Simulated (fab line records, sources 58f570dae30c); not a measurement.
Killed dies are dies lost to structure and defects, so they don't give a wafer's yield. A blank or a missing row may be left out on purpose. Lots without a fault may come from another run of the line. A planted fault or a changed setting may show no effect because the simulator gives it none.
Problem report in the 8D (eight disciplines) form, filled by code | flow berkeley_cmos170 | the parts of the form that need people (team, actions taken, sign-off) are left out

1. THE PROBLEM
PFIELD_TW at UCB170_PFIELD_TW_MEAS_09 reads a mean of 674 on 6 wafers of 2 lots; wafers without a fault read 606 with a standard deviation of 4.3. That is +16 standard deviations from the usual mean.
First seen on wafer L362.3, day 8 10:02, on film_metro-04. The record holds 42 wafers of 14 lots with a number at this step. Rule for "out", or "out of limits": more than 4 standard deviations from the usual mean. The other wafers with a number count as sound.

2. WHAT IT IS AND WHAT IT IS NOT
question                    | is                           | is not
which readings at this step | PFIELD_TW                    | -
which lots                  | L362, L364                   | L347, L348, L350, L351, L352, L353, L356, L357, L365, L367, L369, L370
which wafers of those lots  | all that have a number       | -
read on which gauges        | film_metro-01, film_metro-04 | film_metro-02
when                        | from day 8 10:02             | up to then (24 sound wafers); but 12 sound wafers of L365, L367, L369, L370 came after

3. SUSPECTS, AND WHAT RULES EACH OUT
Counting: a tool at a process step up to the reading stays a suspect if it ran every lot that is out and no sound lot after the first of them.
- the gauge at UCB170_PFIELD_TW_MEAS_09: ruled out. The wafers that are out were read on 2 gauges (film_metro-01, film_metro-04).
- implanter-04 at UCB170_PFIELD_IMPLANT_07: kept. It ran every lot that is out, first L362 (day 8 09:49), and no sound lot after that; its last sound lot up to then is L352 (day 6 06:57). Its own readings are out on those wafers: dose_ions_cm2, faraday_current_uA.
Left after counting: implanter-04 at UCB170_PFIELD_IMPLANT_07.

4. THE CAUSE (what the simulator had put in)
Process parameter drift: implanter-04, from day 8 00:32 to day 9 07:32, at UCB170_PFIELD_IMPLANT_07. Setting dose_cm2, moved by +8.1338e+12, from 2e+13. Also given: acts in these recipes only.
Counting left only this tool.

5. THE CHAIN OF EFFECTS, in route order
Each row: a reading whose mean over the struck wafers that have a number lies more than 3 standard deviations from the usual. Only readings for which the record gives a usual standard deviation are gone through. hours: the time from each lot's start at the first step in this table that gives one to its start at this step, as a median over the lots. sigmas: the change in usual standard deviations.
hours | step                     | reading            | usual      | on struck wafers | change      | sigmas
0     | UCB170_PFIELD_IMPLANT_07 | dose_ions_cm2      | 2.0002e+13 | 2.8122e+13       | +8.1202e+12 | +99 or more
0     | UCB170_PFIELD_IMPLANT_07 | faraday_current_uA | 63.3       | 88.4             | +25.1       | +19
0     | UCB170_PFIELD_TW_MEAS_09 | PFIELD_TW          | 606        | 674              | +68         | +16
The process steps in it:
- UCB170_PFIELD_IMPLANT_07

6. WHAT WOULD HAVE CAUGHT IT SOONER
In this record the first reading out of limits at a measuring or inspecting step was taken at day 8 10:02, 10 hours after the fault began at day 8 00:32.
The tool's own readings at UCB170_PFIELD_IMPLANT_07 were out on every struck wafer that the step has a row for (dose_ions_cm2, faraday_current_uA): an alarm limit on them would have fired on the first of those.
Of the lots that are out (2), L364 began UCB170_PFIELD_IMPLANT_07 on implanter-04 after day 8 10:02. A hold on the tool at that time would have spared it.
